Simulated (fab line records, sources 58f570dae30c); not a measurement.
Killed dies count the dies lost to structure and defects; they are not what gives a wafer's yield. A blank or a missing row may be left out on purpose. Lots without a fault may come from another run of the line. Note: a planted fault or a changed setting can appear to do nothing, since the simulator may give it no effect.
fab line records	flow berkeley_cmos170
record lots=5	wafers=23
route steps=331 shown START@3 NWELL@18 PWELL@49 ACTIVE@70 PFIELD@80 PVT@116
start_h: the number of hours between the record's first day and the start of the first shown wafer of the lot	wait_h: time in hours since the lot's previous step	" same as the row above	L1.1+2: a single row standing in for several wafers	- no value, or no start was given	* or withheld: withheld	< > ~ a bound
route shown NAME@n: names a module that has steps shown in the file, with the first one's number in the route	usual: mean and standard deviation over wafers with no fault	same: alike in all rows	chamber/n: place in a boat	sites: each site's reading	_std_site: standard deviation across them	_edge_site: outer sites' mean less inner sites'	radius_mm: how far each site lies from the wafer's centre	mask NAME#n: copy n	behind: the most recent tool/chamber to have shaped the wafer	hold: the reason the lot was held/the length of the hold in hours/how it ended	device: names the non-switching transistor (n, p or np)	end of line: tests of these same wafers at the route's end	a step without rows: its recipe alone	killed: dies that structure and defects cost at the first sort, which is not the same as the wafer's yield	map: a wafer's dies, x killed, . not, _ none there
set.NAME: the run value of the setting; set.NAME@STEP: its run value at that earlier step	model.NAME: the simulator's own value behind a step, which no gauge read
lots where settings were altered on purpose, with a table for each step and a row for each wafer
## steps
# step UCB170_START_OXIDATION_02
# recipe temp_c=950	ambient=O2	target_thk_a=200	ox_time_s=1800
lot.wafer	tool	chamber	start_h	wait_h	set.temp_c	model.SiO2_of_START_OXIDATION_02.thk_nm
L077.1	furnace-01	0	31.07	5.9	950	20.31
L077.2	"	0	"	"	950	19.97
L077.4	"	0	"	"	950	20.13
L080.2	-	-	-	4.1	950	19.66
L080.3	"	-	"	"	950	19.6
L080.4	"	-	"	"	950	19.28
L080.5	"	-	"	"	950	19.54
L080.6	"	-	"	"	950	19.49
L082.1	-	-	-	3.5	950	20.54
L082.2	"	-	"	"	950	20.27
L082.4	"	-	"	"	950	20.28
L082.5	"	-	"	"	950	20.65
L082.6	"	-	"	"	950	20.41
L083.1	-	-	-	3.8	966.5	23.52
L083.2	"	-	"	"	966.5	23.47
L083.3	"	-	"	"	966.5	23.17
L083.5	"	-	"	"	966.5	23.44
L083.6	"	-	"	"	966.5	23.45
L084.1	-	-	-	3.3	970.5	24.47
L084.2	"	-	"	"	970.5	24.79
L084.4	"	-	"	"	970.5	24.67
L084.5	"	-	"	"	970.5	24.63
L084.6	"	-	"	"	970.5	24.7
# step UCB170_START_THK_MEAS_03
# recipe reads=SiO2_of_START_OXIDATION_02
# usual START_OXIDE_THK=20.0/0.33
lot.wafer	tool	chamber	start_h	wait_h	set.temp_c@START_OXIDATION_02	START_OXIDE_THK[nm]
L077.1	film_metro-04	-	32.57	0.0	950	20.3
L077.2	"	-	"	"	950	20.0
L077.4	"	-	"	"	950	20.1
L080.2	film_metro-04	-	-	-	950	19.6
L080.3	"	-	"	"	950	19.6
L080.4	"	-	"	"	950	19.2
L080.5	"	-	"	"	950	19.6
L080.6	"	-	"	"	950	19.5
L082.1	film_metro-04	-	-	-	950	20.5
L082.2	"	-	"	"	950	20.2
L082.4	"	-	"	"	950	20.3
L082.5	"	-	"	"	950	20.6
L082.6	"	-	"	"	950	20.4
L083.1	film_metro-01	-	-	-	966.5	23.5
L083.2	"	-	"	"	966.5	23.6
L083.3	"	-	"	"	966.5	23.2
L083.5	"	-	"	"	966.5	23.4
L083.6	"	-	"	"	966.5	23.5
L084.1	film_metro-04	-	-	-	970.5	24.5
L084.2	"	-	"	"	970.5	24.7
L084.4	"	-	"	"	970.5	24.7
L084.5	"	-	"	"	970.5	24.6
L084.6	"	-	"	"	970.5	24.7
# step UCB170_NWELL_CVD_04
# recipe material=Si3N4	target_thk_nm=224	temp_c=800	precursor=SiH2Cl2/NH3	time_s=3360	pressure_mtorr=200	sih2cl2_flow_sccm=25	nh3_flow_sccm=75
lot.wafer	tool	chamber	start_h	wait_h	set.time_s	model.Si3N4_of_NWELL_CVD_04.thk_nm
L077.1	lpcvd-01	1	46.54	0.0	3360	222.8
L077.2	"	1	"	"	3360	223
L077.4	"	1	"	"	3360	222.7
L080.2	-	-	-	0.0	3360	227.9
L080.3	"	-	"	"	3360	225.8
L080.4	"	-	"	"	3360	225.9
L080.5	"	-	"	"	3360	228.2
L080.6	"	-	"	"	3360	228.3
L082.1	-	-	-	0.0	3184	215.9
L082.2	"	-	"	"	3184	216.8
L082.4	"	-	"	"	3184	215.2
L082.5	"	-	"	"	3184	214.8
L082.6	"	-	"	"	3184	212.6
L083.1	-	-	-	0.0	3062	204.8
L083.2	"	-	"	"	3062	205.4
L083.3	"	-	"	"	3062	204.4
L083.5	"	-	"	"	3062	205.3
L083.6	"	-	"	"	3062	204.9
L084.1	-	-	-	0.0	3360	223.8
L084.2	"	-	"	"	3360	226.1
L084.4	"	-	"	"	3360	224.8
L084.5	"	-	"	"	3360	225.1
L084.6	"	-	"	"	3360	224.9
# step UCB170_NWELL_THK_MEAS_05
# recipe reads=Si3N4_of_NWELL_CVD_04
# usual NWELL_NITRIDE_THK=225.8/1.7
lot.wafer	tool	chamber	start_h	wait_h	set.time_s@NWELL_CVD_04	NWELL_NITRIDE_THK[nm]
L077.1	film_metro-03	-	48.48	0.0	3360	222.8
L077.2	"	-	"	"	3360	223.1
L077.4	"	-	"	"	3360	222.8
L080.2	film_metro-03	-	-	-	3360	227.9
L080.3	"	-	"	"	3360	225.7
L080.4	"	-	"	"	3360	225.7
L080.5	"	-	"	"	3360	228.3
L080.6	"	-	"	"	3360	228.3
L082.1	film_metro-02	-	-	-	3184	215.9
L082.2	"	-	"	"	3184	216.9
L082.4	"	-	"	"	3184	215.2
L082.5	"	-	"	"	3184	214.7
L082.6	"	-	"	"	3184	212.7
L083.1	film_metro-03	-	-	-	3062	204.8
L083.2	"	-	"	"	3062	205.5
L083.3	"	-	"	"	3062	204.3
L083.5	"	-	"	"	3062	205.3
L083.6	"	-	"	"	3062	204.8
L084.1	film_metro-01	-	-	-	3360	223.9
L084.2	"	-	"	"	3360	226.0
L084.4	"	-	"	"	3360	224.8
L084.5	"	-	"	"	3360	225.1
L084.6	"	-	"	"	3360	225.1
# step UCB170_NWELL_EXPOSE_09
# recipe mask_id=NWELL	target_cd_nm=3000	na=0.5	sigma_outer=0.6	source_shape=conventional	dose_mj=25
lot.wafer	tool	chamber	start_h	wait_h	mask	set.dose_mj
L077.1+2+4	krf_scanner-01	0	49.25	0.2	NWELL#0	25
L080.2+3	krf_scanner-01	0	66.35	0.1	NWELL#0	25
L080.4+5+6	"	0	"	"	NWELL#0	25.7
L082.1+2+4+5+6	krf_scanner-02	0	73.62	0.2	NWELL#0	25
L083.1+2+3+5+6	krf_scanner-02	0	80.52	0.1	NWELL#0	25
L084.1+6	krf_scanner-01	0	80.76	0.3	NWELL#0	25
L084.2+4+5	"	0	"	"	NWELL#0	26.29
# step UCB170_NWELL_PEB_10
# recipe peb_temp_c=130	peb_time_s=withheld	resist=KrF
# step UCB170_NWELL_DEVELOP_11
# recipe developer=TMAH	develop_time_s=45	resist=KrF	dev_temp_c=21
# step UCB170_NWELL_ETCH_13
# recipe chemistry=CH3F/Ar/O2	target=Si3N4	stop_on=SiO2	CH3F_flow_sccm=20	Ar_flow_sccm=50	O2_flow_sccm=7	pressure_mtorr=50	rf_w=450	target_depth_a=2464	over_etch_frac=0.1	time_s=154
lot.wafer	tool	chamber	start_h	wait_h	set.time_s@NWELL_CVD_04	model.etch.depth_nm
L077.1	rie_diel-04	3	50.22	0.0	3360	222.8
L077.2	"	1	"	"	3360	223
L077.4	"	0	"	"	3360	222.7
L080.2	rie_diel-04	2	67.28	0.0	3360	227.9
L080.3+5	"	1,2	"	"	3360	-
L080.4	"	1	"	"	3360	225.9
L080.6	"	3	"	"	3360	228.3
L082.1	rie_diel-02	2	74.59	0.0	3184	215.9
L082.2	"	0	"	"	3184	216.8
L082.4	"	0	"	"	3184	215.2
L082.5	"	1	"	"	3184	214.8
L082.6	"	2	"	"	3184	212.6
L083.1+3+5	rie_diel-03	2,3,0	80.94	0.0	3062	-
L083.2	"	0	"	"	3062	205.4
L083.6	"	3	"	"	3062	204.9
L084.1+4+6	rie_diel-02	2,0,2	81.19	0.0	3360	-
L084.2	"	1	"	"	3360	226.1
L084.5	"	1	"	"	3360	225.1
# step UCB170_PWELL_IMPLANT_15
# recipe species=B	dose_cm2=5e+12	energy_kev=60	tilt_deg=7
lot.wafer	tool	chamber	start_h	wait_h	set.energy_kev	model.implant.rp_nm	model.implant.drp_nm
L077.1+2+4	implanter-01	0	65.96	0.1	60	189.7	64.7
L080.2+4+6	implanter-01	0	91.32	0.1	60	182.3	64.7
L080.3+5	"	0	"	"	56.56	172.7	62.69
L082.1+2	implanter-01	0	98.50	0.1	57.8	179	63.42
L082.4+5+6	"	0	"	"	60	185.3	64.7
L083.1+2+3	implanter-04	0	98.73	0.1	61.04	186.9	65.29
L083.5+6	"	0	"	"	60	183.5	64.7
L084.1+2+4+5+6	implanter-01	0	98.98	0.1	60	183.4	64.7
# step UCB170_ACTIVE_EXPOSE_10
# recipe mask_id=ACTIVE	target_cd_nm=1200	na=0.5	sigma_outer=0.6	source_shape=conventional	dose_mj=20
lot.wafer	tool	chamber	start_h	wait_h	mask	set.dose_mj
L077.1+2+4	krf_scanner-01	0	103.09	0.4	ACTIVE#0	20
L080.2+3+4	krf_scanner-01	0	132.35	0.4	ACTIVE#0	21.18
L080.5+6	"	0	"	"	ACTIVE#0	20
L082.1+4+5	krf_scanner-02	0	141.71	0.2	ACTIVE#0	18.66
L082.2+6	"	0	"	"	ACTIVE#0	20
L084.1+2+4+5+6	krf_scanner-01	0	141.96	0.4	ACTIVE#0	20
L083.1+5+6	krf_scanner-01	0	142.07	0.4	ACTIVE#0	20.69
L083.2+3	"	0	"	"	ACTIVE#0	20
# step UCB170_ACTIVE_PEB_11
# recipe peb_temp_c=130	peb_time_s=withheld	resist=KrF
lot.wafer	tool	chamber	start_h	wait_h	set.peb_temp_c
L077.1+2+4	litho_track-02	0	103.20	0.1	130
L080.2+4	litho_track-02	0	132.47	0.1	130
L080.3+5+6	"	0	"	"	132.2
L082.1+2+4+5+6	litho_track-02	0	141.83	0.1	130
L084.1+2+4+5+6	litho_track-02	0	142.11	0.1	130
L083.1+2+5	litho_track-04	0	142.19	0.1	130
L083.3+6	"	0	"	"	128.5
# step UCB170_ACTIVE_DEVELOP_12
# recipe developer=TMAH	develop_time_s=45	resist=KrF	dev_temp_c=21
# step UCB170_ACTIVE_CD_MEAS_13
# recipe target_cd_nm=1200
# usual cd_nm=1199.7/1.2
lot.wafer	tool	chamber	start_h	wait_h	set.dose_mj@ACTIVE_EXPOSE_10	set.peb_temp_c@ACTIVE_PEB_11	cd_nm
L077.1	cd_sem-01	-	103.48	-	20	130	1199.7
L077.2	"	-	"	"	20	130	1200.3
L077.4	"	-	"	"	20	130	1200.5
L080.2	cd_sem-01	-	132.74	-	21.18	130	1187.4
L080.3	"	-	"	"	21.18	132.2	1173.6
L080.4	"	-	"	"	21.18	130	1188.3
L080.5	"	-	"	"	20	132.2	1183.3
L080.6	"	-	"	"	20	132.2	1183.4
L082.1	cd_sem-02	-	142.11	-	18.66	130	1210.6
L082.2	"	-	"	"	20	130	1197.6
L082.4	"	-	"	"	18.66	130	1210.1
L082.5	"	-	"	"	18.66	130	1209.8
L082.6	"	-	"	"	20	130	1199.3
L084.1	cd_sem-02	-	142.38	-	20	130	1198.9
L084.2	"	-	"	"	20	130	1199.6
L084.4	"	-	"	"	20	130	1200.1
L084.5	"	-	"	"	20	130	1200.1
L084.6	"	-	"	"	20	130	1199.5
L083.1	cd_sem-02	-	142.50	-	20.69	130	1195.6
L083.2	"	-	"	"	20	130	1200.8
L083.3	"	-	"	"	20	128.5	1212.3
L083.5	"	-	"	"	20.69	130	1195.2
L083.6	"	-	"	"	20.69	128.5	1205.7
# step UCB170_ACTIVE_ETCH_15
# recipe chemistry=CH3F/Ar/O2	target=Si3N4	stop_on=SiO2	CH3F_flow_sccm=20	Ar_flow_sccm=50	O2_flow_sccm=7	pressure_mtorr=50	rf_w=450	target_depth_a=2420	over_etch_frac=0.1	time_s=151
lot.wafer	tool	chamber	start_h	wait_h	set.dose_mj@ACTIVE_EXPOSE_10	set.peb_temp_c@ACTIVE_PEB_11	model.ACTIVE.cd_nm
L077.1+2+4	rie_diel-03	1,2,3	103.64	0.0	20	130	1200
L080.2	rie_diel-03	2	132.88	0.0	21.18	130	1188
L080.3	"	0	"	"	21.18	132.2	1174
L080.4	"	3	"	"	21.18	130	1189
L080.5+6	"	3,2	"	"	20	132.2	1183
L082.1	rie_diel-01	3	142.26	0.0	18.66	130	-
L082.2	"	2	"	"	20	130	1197
L082.4	"	1	"	"	18.66	130	1210
L082.5	"	2	"	"	18.66	130	1209
L082.6	"	3	"	"	20	130	1199
L084.1+2+6	rie_diel-03	3,2,1	142.54	0.0	20	130	1199
L084.4+5	"	0	"	"	20	130	1200
L083.1	rie_diel-01	1	142.66	0.0	20.69	130	1195
L083.2	"	2	"	"	20	130	1201
L083.3	"	3	"	"	20	128.5	1212
L083.5	"	1	"	"	20.69	130	1196
L083.6	"	3	"	"	20.69	128.5	1205
# step UCB170_ACTIVE_STRIP_16
# recipe chemistry=O2	power_w=400	pressure_mtorr=3500	platen_temp_c=withheld	o2_flow_sccm=400	overash_fraction=0.5
# step UCB170_ACTIVE_CD_MEAS_90
# recipe target_cd_nm=1200
# usual cd_nm=1199.7/1.2
lot.wafer	tool	chamber	start_h	wait_h	set.dose_mj@ACTIVE_EXPOSE_10	set.peb_temp_c@ACTIVE_PEB_11	cd_nm
L077.1	cd_sem-01	-	103.84	0.1	20	130	1200.3
L077.2	"	-	"	"	20	130	1199.7
L077.4	"	-	"	"	20	130	1200.3
L080.2	cd_sem-02	-	133.10	0.1	21.18	130	1187.7
L080.3	"	-	"	"	21.18	132.2	1173.8
L080.4	"	-	"	"	21.18	130	1188.3
L080.5	"	-	"	"	20	132.2	1183.5
L080.6	"	-	"	"	20	132.2	1183.3
L082.1	cd_sem-01	-	142.46	0.1	18.66	130	1210.2
L082.2	"	-	"	"	20	130	1197.3
L082.4	"	-	"	"	18.66	130	1209.7
L082.5	"	-	"	"	18.66	130	1209.4
L082.6	"	-	"	"	20	130	1198.8
L084.1	cd_sem-02	-	142.74	0.1	20	130	1198.7
L084.2	"	-	"	"	20	130	1199.5
L084.4	"	-	"	"	20	130	1200.2
L084.5	"	-	"	"	20	130	1199.7
L084.6	"	-	"	"	20	130	1199.4
L083.1	cd_sem-01	-	142.86	0.1	20.69	130	1195.0
L083.2	"	-	"	"	20	130	1200.7
L083.3	"	-	"	"	20	128.5	1212.0
L083.5	"	-	"	"	20.69	130	1195.4
L083.6	"	-	"	"	20.69	128.5	1205.3
# step UCB170_PFIELD_COAT_01
# recipe resist=KrF	spin_rpm=1500	resist_thk_nm=900
lot.wafer	tool	chamber	start_h	wait_h	set.spin_rpm	model.KrF_of_PFIELD_COAT_01.thk_nm
L077.1	litho_track-01	0	105.16	0.1	1500	897.6
L077.2	"	0	"	"	1500	900.9
L077.4	"	0	"	"	1500	899.8
L080.2	litho_track-01	0	133.75	0.1	1500	898.9
L080.3	"	0	"	"	1500	898.7
L080.4	"	0	"	"	1568	876.9
L080.5	"	0	"	"	1568	879.2
L080.6	"	0	"	"	1568	879.3
L082.1	litho_track-01	0	142.92	0.1	1500	899.9
L082.2	"	0	"	"	1500	897.6
L082.4+5	"	0	"	"	1500	902.1
L082.6	"	0	"	"	1500	901.1
L084.1	litho_track-04	0	143.20	0.1	1500	901.1
L084.2	"	0	"	"	1572	879.8
L084.4	"	0	"	"	1572	876.6
L084.5	"	0	"	"	1500	900.3
L084.6	"	0	"	"	1500	900.1
L083.1	litho_track-01	0	143.46	0.1	1500	901.1
L083.2	"	0	"	"	1500	901.2
L083.3	"	0	"	"	1500	901.5
L083.5	"	0	"	"	1500	902.5
L083.6	"	0	"	"	1500	905.6
# step UCB170_PFIELD_SOFTBAKE_02
# recipe resist=KrF	temp_c=130	time_s=60
lot.wafer	tool	chamber	start_h	wait_h	set.time_s
L077.1+2+4	litho_track-01	0	105.31	0.1	60
L080.2+3+5	litho_track-01	0	133.90	0.1	60
L080.4+6	"	0	"	"	57.21
L082.1+2+4	litho_track-01	0	143.07	0.1	60
L082.5+6	"	0	"	"	51.63
L084.1+2+4+5+6	litho_track-04	0	143.35	0.1	60
L083.1+2+3+5+6	litho_track-01	0	143.61	0.1	60
# step UCB170_PFIELD_EXPOSE_03
# recipe mask_id=PFIELD	na=0.5	sigma_outer=0.6	source_shape=conventional	target_cd_nm=1500	dose_mj=30
# step UCB170_PFIELD_PEB_04
# recipe peb_temp_c=130	peb_time_s=withheld	resist=KrF
# step UCB170_PFIELD_DEVELOP_05
# recipe developer=TMAH	develop_time_s=45	resist=KrF	dev_temp_c=21
lot.wafer	tool	chamber	start_h	wait_h	set.spin_rpm@PFIELD_COAT_01	model.KrF_of_PFIELD_COAT_01.thk_nm
L077.1	litho_track-01	0	-	-	1500	883.4
L077.2	"	0	"	"	1500	886.7
L077.4	"	0	"	"	1500	885.6
L080.2	litho_track-04	0	-	-	1500	884.7
L080.3	"	0	"	"	1500	884.4
L080.4	"	0	"	"	1568	862.8
L080.5	"	0	"	"	1568	865
L080.6	"	0	"	"	1568	865.3
L082.1	litho_track-03	0	-	-	1500	885.7
L082.2	"	0	"	"	1500	883.4
L082.4	"	0	"	"	1500	887.9
L082.5	"	0	"	"	1500	888.4
L082.6	"	0	"	"	1500	887.4
L084.1	litho_track-04	0	-	-	1500	886.9
L084.2	"	0	"	"	1572	865.6
L084.4	"	0	"	"	1572	862.4
L084.5	"	0	"	"	1500	886.1
L084.6	"	0	"	"	1500	885.9
L083.1	litho_track-01	0	-	-	1500	886.9
L083.2	"	0	"	"	1500	887
L083.3	"	0	"	"	1500	887.3
L083.5	"	0	"	"	1500	888.3
L083.6	"	0	"	"	1500	891.4
# step UCB170_PFIELD_IMPLANT_07
# recipe species=B	dose_cm2=2e+13	energy_kev=80	tilt_deg=7
# step UCB170_PFIELD_STRIP_08
# recipe chemistry=O2	power_w=400	pressure_mtorr=3500	platen_temp_c=withheld	o2_flow_sccm=400	overash_fraction=0.5
# usual strip_time_to_endpoint_s=21.62/0.056
lot.wafer	tool	chamber	start_h	wait_h	set.spin_rpm@PFIELD_COAT_01	strip_time_to_endpoint_s
L077.1	plasma_asher-04	1	106.37	0.1	1500	21.57
L077.2	"	0	"	"	1500	21.65
L077.4	"	1	"	"	1500	21.63
L080.2	plasma_asher-02	0	134.72	0.1	1500	21.60
L080.3	"	0	"	"	1500	21.58
L080.4	"	1	"	"	1568	21.08
L080.5	"	1	"	"	1568	21.12
L080.6	"	0	"	"	1568	21.13
L082.1	plasma_asher-02	1	143.80	0.1	1500	21.62
L082.2	"	0	"	"	1500	21.56
L082.4	"	0	"	"	1500	21.67
L082.5	"	0	"	"	1500	21.68
L082.6	"	1	"	"	1500	21.65
L084.1	plasma_asher-01	0	144.41	0.1	1500	21.64
L084.2	"	1	"	"	1572	21.14
L084.4	"	1	"	"	1572	21.07
L084.5	"	0	"	"	1500	21.64
L084.6	"	1	"	"	1500	21.62
L083.1	plasma_asher-02	0	144.67	0.1	1500	21.66
L083.2	"	1	"	"	1500	21.66
L083.3	"	0	"	"	1500	21.65
L083.5	"	0	"	"	1500	21.68
L083.6	"	1	"	"	1500	21.76
# step UCB170_PVT_COAT_01
# recipe resist=KrF	spin_rpm=1500	resist_thk_nm=900
lot.wafer	tool	chamber	start_h	wait_h	set.resist_thk_nm	model.KrF_of_PVT_COAT_01.thk_nm
L077.1	litho_track-02	0	160.44	0.1	900	899.6
L077.2	"	0	"	"	900	896.3
L077.4	"	0	"	"	900	902.6
L084.1	litho_track-02	0	183.79	0.1	885	880.7
L084.2	"	0	"	"	885	879.3
L084.4	"	0	"	"	885	882.6
L084.5	"	0	"	"	900	892.3
L084.6	"	0	"	"	900	894.7
L080.2	litho_track-01	0	183.81	0.1	900	897.3
L080.3	"	0	"	"	915.3	916
L080.4	"	0	"	"	900	899.4
L080.5	"	0	"	"	900	898.7
L080.6	"	0	"	"	915.3	912.5
L083.1	litho_track-01	0	184.24	0.1	900	901.2
L083.2	"	0	"	"	925.7	924.8
L083.3	"	0	"	"	925.7	928.3
L083.5	"	0	"	"	925.7	924.6
L083.6	"	0	"	"	900	901.4
L082.1	litho_track-01	0	184.69	0.1	924.2	922.5
L082.2	"	0	"	"	900	900.2
L082.4	"	0	"	"	924.2	924.5
L082.5	"	0	"	"	900	899.1
L082.6	"	0	"	"	900	898.9
# step UCB170_PVT_SOFTBAKE_02
# recipe resist=KrF	temp_c=130	time_s=60
# step UCB170_PVT_EXPOSE_03
# recipe mask_id=NWELL	target_cd_nm=3000	na=0.5	sigma_outer=0.6	source_shape=conventional	dose_mj=30
# step UCB170_PVT_IMPLANT_07
# recipe species=P	dose_cm2=2e+12	energy_kev=30	tilt_deg=7
# step UCB170_PVT_STRIP_08
# recipe chemistry=O2	power_w=400	pressure_mtorr=3500	platen_temp_c=withheld	o2_flow_sccm=400	overash_fraction=0.5
# usual strip_time_to_endpoint_s=21.60/0.065
lot.wafer	tool	chamber	start_h	wait_h	set.resist_thk_nm@PVT_COAT_01	strip_time_to_endpoint_s
L077.1	plasma_asher-02	1	161.68	0.1	900	21.61
L077.2	"	0	"	"	900	21.53
L077.4	"	0	"	"	900	21.67
L080.2	plasma_asher-03	1	185.00	0.1	900	21.55
L080.3	"	1	"	"	915.3	21.99
L080.4	"	0	"	"	900	21.62
L080.5	"	0	"	"	900	21.59
L080.6	"	1	"	"	915.3	21.94
L084.1	plasma_asher-04	0	185.00	0.1	885	21.15
L084.2	"	1	"	"	885	21.14
L084.4	"	1	"	"	885	21.22
L084.5	"	1	"	"	900	21.44
L084.6	"	0	"	"	900	21.50
L083.1	plasma_asher-04	0	185.47	0.1	900	21.66
L083.2	"	1	"	"	925.7	22.22
L083.3	"	1	"	"	925.7	22.31
L083.5	"	1	"	"	925.7	22.21
L083.6	"	0	"	"	900	21.66
L082.1	plasma_asher-02	0	185.72	0.1	924.2	22.16
L082.2	"	1	"	"	900	21.62
L082.4	"	1	"	"	924.2	22.19
L082.5	"	1	"	"	900	21.60
L082.6	"	0	"	"	900	21.61
## key
split step=UCB170_START_OXIDATION_02	setting=temp_c	stated=950	by=lot
response step=UCB170_START_OXIDATION_02	reading=model.SiO2_of_START_OXIDATION_02.thk_nm	change=+2.08	per=1%	r=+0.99
response step=UCB170_START_THK_MEAS_03	reading=START_OXIDE_THK	change=+2.09	per=1%	r=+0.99
split step=UCB170_NWELL_CVD_04	setting=time_s	stated=3360	by=lot
response step=UCB170_NWELL_CVD_04	reading=model.Si3N4_of_NWELL_CVD_04.thk_nm	change=+2.24	per=1%	r=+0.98
response step=UCB170_NWELL_THK_MEAS_05	reading=NWELL_NITRIDE_THK	change=+2.24	per=1%	r=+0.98
response step=UCB170_NWELL_ETCH_13	reading=model.etch.depth_nm	change=+2.15	per=1%	r=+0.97
split step=UCB170_NWELL_EXPOSE_09	setting=dose_mj	stated=25	by=wafer
response none clear
split step=UCB170_PWELL_IMPLANT_15	setting=energy_kev	stated=60	by=wafer
response step=UCB170_PWELL_IMPLANT_15	reading=model.implant.rp_nm	change=+1.7	per=1%	r=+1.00
response step=UCB170_PWELL_IMPLANT_15	reading=model.implant.drp_nm	change=+0.349	per=1%	r=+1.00
split step=UCB170_ACTIVE_EXPOSE_10	setting=dose_mj	stated=20	by=wafer
response step=UCB170_ACTIVE_CD_MEAS_13	reading=cd_nm	slope=-1.75	per=1%	together_with=peb_temp_c@ACTIVE_PEB_11	explained=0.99
response step=UCB170_ACTIVE_ETCH_15	reading=model.ACTIVE.cd_nm	slope=-1.73	per=1%	together_with=peb_temp_c@ACTIVE_PEB_11	explained=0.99
response step=UCB170_ACTIVE_CD_MEAS_90	reading=cd_nm	slope=-1.74	per=1%	together_with=peb_temp_c@ACTIVE_PEB_11	explained=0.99
split step=UCB170_ACTIVE_PEB_11	setting=peb_temp_c	stated=130	by=wafer
response step=UCB170_ACTIVE_CD_MEAS_13	reading=cd_nm	slope=-8.88	per=1%	together_with=dose_mj@ACTIVE_EXPOSE_10	explained=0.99
response step=UCB170_ACTIVE_ETCH_15	reading=model.ACTIVE.cd_nm	slope=-8.92	per=1%	together_with=dose_mj@ACTIVE_EXPOSE_10	explained=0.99
response step=UCB170_ACTIVE_CD_MEAS_90	reading=cd_nm	slope=-8.83	per=1%	together_with=dose_mj@ACTIVE_EXPOSE_10	explained=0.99
split step=UCB170_PFIELD_COAT_01	setting=spin_rpm	stated=1500	by=wafer
response step=UCB170_PFIELD_COAT_01	reading=model.KrF_of_PFIELD_COAT_01.thk_nm	change=-4.56	per=1%	r=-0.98
response step=UCB170_PFIELD_DEVELOP_05	reading=model.KrF_of_PFIELD_COAT_01.thk_nm	change=-4.55	per=1%	r=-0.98
response step=UCB170_PFIELD_STRIP_08	reading=strip_time_to_endpoint_s	change=*	per=1%	r=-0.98
split step=UCB170_PFIELD_SOFTBAKE_02	setting=time_s	stated=60	by=wafer
response none clear
split step=UCB170_PVT_COAT_01	setting=resist_thk_nm	stated=900	by=wafer
response step=UCB170_PVT_COAT_01	reading=model.KrF_of_PVT_COAT_01.thk_nm	change=+8.69	per=1%	r=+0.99
response step=UCB170_PVT_STRIP_08	reading=strip_time_to_endpoint_s	change=*	per=1%	r=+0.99
